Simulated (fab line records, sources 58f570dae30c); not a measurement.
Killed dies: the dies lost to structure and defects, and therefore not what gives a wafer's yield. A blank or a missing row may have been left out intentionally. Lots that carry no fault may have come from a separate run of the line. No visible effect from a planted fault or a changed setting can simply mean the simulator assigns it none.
Problem report, 8D (eight disciplines) form, completed by code | flow berkeley cmos170 | the parts of the form that need people (team, actions taken, sign-off) are left out

## 1. WHAT WENT WRONG
cd nm at UCB170_NLDD_CD_MEAS_06 reads a mean of 1240.0 nm on 9 wafers of 3 lots; wafers without a fault read 1200.3 nm with a standard deviation of 1.6. Relative to the usual mean, that is a shift of +25 standard deviations.
The step: target cd 1200 nm.
First observed at day 10 13:20: wafer L821.1, on cd sem-02. Wafers with a number at this step in the record: 45, from 15 lots. By rule, "out" or "out of limits" means more than 4 standard deviations away from the usual mean. The rest of the wafers with a number are treated as sound.

## 2. WHAT IT IS; WHAT IT IS NOT
question                    | is                     | is not
which readings at this step | cd nm                  | -
which lots                  | L821, L825, L826       | L806, L807, L808, L809, L810, L811, L813, L814, L815, L817, L827, L828
which wafers of those lots  | all that have a number | -
read on which gauges        | cd sem-01, cd sem-02   | -
when                        | from day 10 13:20      | up to then (30 sound wafers); but 6 sound wafers of L827, L828 came after

## 3. SUSPECTS, AND WHAT RULES EACH OUT
Counting: a tool at any process step up to the reading remains a suspect when it ran all the lots that are out and ran no sound lot after the first of those.
- the gauge at UCB170_NLDD_CD_MEAS_06 has been ruled out. Those wafers that are out were read across 2 gauges (cd sem-01, cd sem-02).
- litho track-01 at UCB170_NLDD_PEB_04: kept. All lots that are out passed through it, beginning with L821 at day 10 13:04, and no sound lot followed; its final sound lot before that point was L815 at day 9 00:33. Out on those wafers are its own readings of heater power total W, plate temp C.
The count leaves litho track-01 at UCB170_NLDD_PEB_04.

## 4. THE CAUSE (what the simulator had put in)
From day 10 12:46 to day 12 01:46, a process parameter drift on litho track-01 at UCB170_NLDD_PEB_04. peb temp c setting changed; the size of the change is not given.
After counting, this tool was the only one left.

## 5. THE EFFECT CHAIN, in route order
Each row: a reading where the mean over the struck wafers with a number is more than 3 standard deviations away from the usual. Only readings whose record carries a usual standard deviation are examined. hours: median over the lots of the time between each lot's start at the first step of this table that gives one and its start at this step. sigmas: the change, counted in usual standard deviations.
hours | step                   | reading              | usual     | on struck wafers | change | sigmas
0     | UCB170_NLDD_PEB_04     | heater power total W | 56.80 W   | 62.52            | +5.72  | +99 or more
0     | UCB170_NLDD_PEB_04     | plate temp C         | 130.00 C  | 139.94           | +9.94  | +71
0     | UCB170_NLDD_CD_MEAS_06 | cd nm                | 1200.3 nm | 1240.0           | +39.7  | +25
It contains these process steps:
- UCB170_NLDD_PEB_04

## 6. HOW IT WOULD HAVE BEEN CAUGHT EARLIER
In this record the first reading out of limits at a measuring or inspecting step was taken at day 10 13:20, 1 hour after the fault began at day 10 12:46.
The tool's own readings at UCB170_NLDD_PEB_04 were out on every struck wafer that the step has a row for (heater power total W, plate temp C): an alarm limit on them would have fired on the first of those.
L826, L825, from the lots that are out (3), started UCB170_NLDD_PEB_04 on litho track-01 later than day 10 13:20. A hold on the tool at that time would have spared those 2.
